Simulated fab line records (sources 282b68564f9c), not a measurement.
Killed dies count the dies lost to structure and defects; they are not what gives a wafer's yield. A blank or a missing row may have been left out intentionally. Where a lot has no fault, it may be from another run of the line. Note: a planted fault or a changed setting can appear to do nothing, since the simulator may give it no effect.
The tool behind it: which one?	flow rit cmos	route of 202 steps, sampled at 1 step: 14 lots, 42 wafers

WHAT EACH GAUGE READ, for each wafer
No reading from a measuring or inspecting step in the record can be judged against a usual standard deviation.

TOOL THAT RAN EACH LOT (tool first, then ch and the chambers of the sampled wafers, then the start)
lot	RIT_NWELL_PEB_04
L739	litho track-01 ch 0, day 2 08:27
L740	litho track-01 ch 0, day 2 13:14
L741	litho track-03 ch 0, day 2 16:37
L742	litho track-01 ch 0, day 3 00:33
L744	litho track-04 ch 0, day 3 08:51
L745	litho track-03 ch 0, day 3 17:40
L747	litho track-01 ch 0, day 3 22:32
L748	litho track-01 ch 0, day 4 09:56
L749	litho track-01 ch 0, day 4 13:07
L757	litho track-01, day 6 07:07
L756	litho track-04, day 6 07:10
L758	litho track-01 ch 0, day 6 07:25
L760	litho track-03 ch 0, day 6 17:56
L759	litho track-04 ch 0, day 6 18:07
- RIT_NWELL_PEB_04

AS READ BY THE TOOLS THEMSELVES (means over the sampled wafers that have a number; for cases with no such wafer, the mark the record gives instead)
RIT_NWELL_PEB_04. Usual: exhaust pa 45.0 Pa, standard deviation 0.92.
lot	tool	exhaust pa (Pa)	flag
L739	litho track-01	44.3	
L740	litho track-01	44.6	
L741	litho track-03	44.4	
L742	litho track-01	46.0	
L744	litho track-04	45.8	
L745	litho track-03	45.0	
L747	litho track-01	44.9	
L748	litho track-01	44.7	
L749	litho track-01	45.9	
L757	litho track-01	-	OFF
L756	litho track-04	-	OFF
L758	litho track-01	45.3	
L760	litho track-03	45.0	
L759	litho track-04	44.8	

THE ANSWER, worked out from the rows above alone
Rule: a lot counts as off when the mean over its wafers that have a number is more than 3 standard deviations away from the usual mean. A lot without any number at a reading at which 4 lots or more have one is off too. The other lots that the step has rows for count as sound. After the gauges, taken in route order, come the tools' own readings; for these a lot's mean is taken, as printed above. At the first step where some lot is off, the reading lying furthest off is the one used; lots without a number count as furthest.
Off: L757, L756 (RIT_NWELL_PEB_04, exhaust pa). Without a number there: L757, L756.
If a tool, at that step or one of the process steps before it, ran each lot that is off and ran no sound lot following the first of them, it fits. No candidate that was tried fits.

WHAT THE SIMULATOR PUT IN
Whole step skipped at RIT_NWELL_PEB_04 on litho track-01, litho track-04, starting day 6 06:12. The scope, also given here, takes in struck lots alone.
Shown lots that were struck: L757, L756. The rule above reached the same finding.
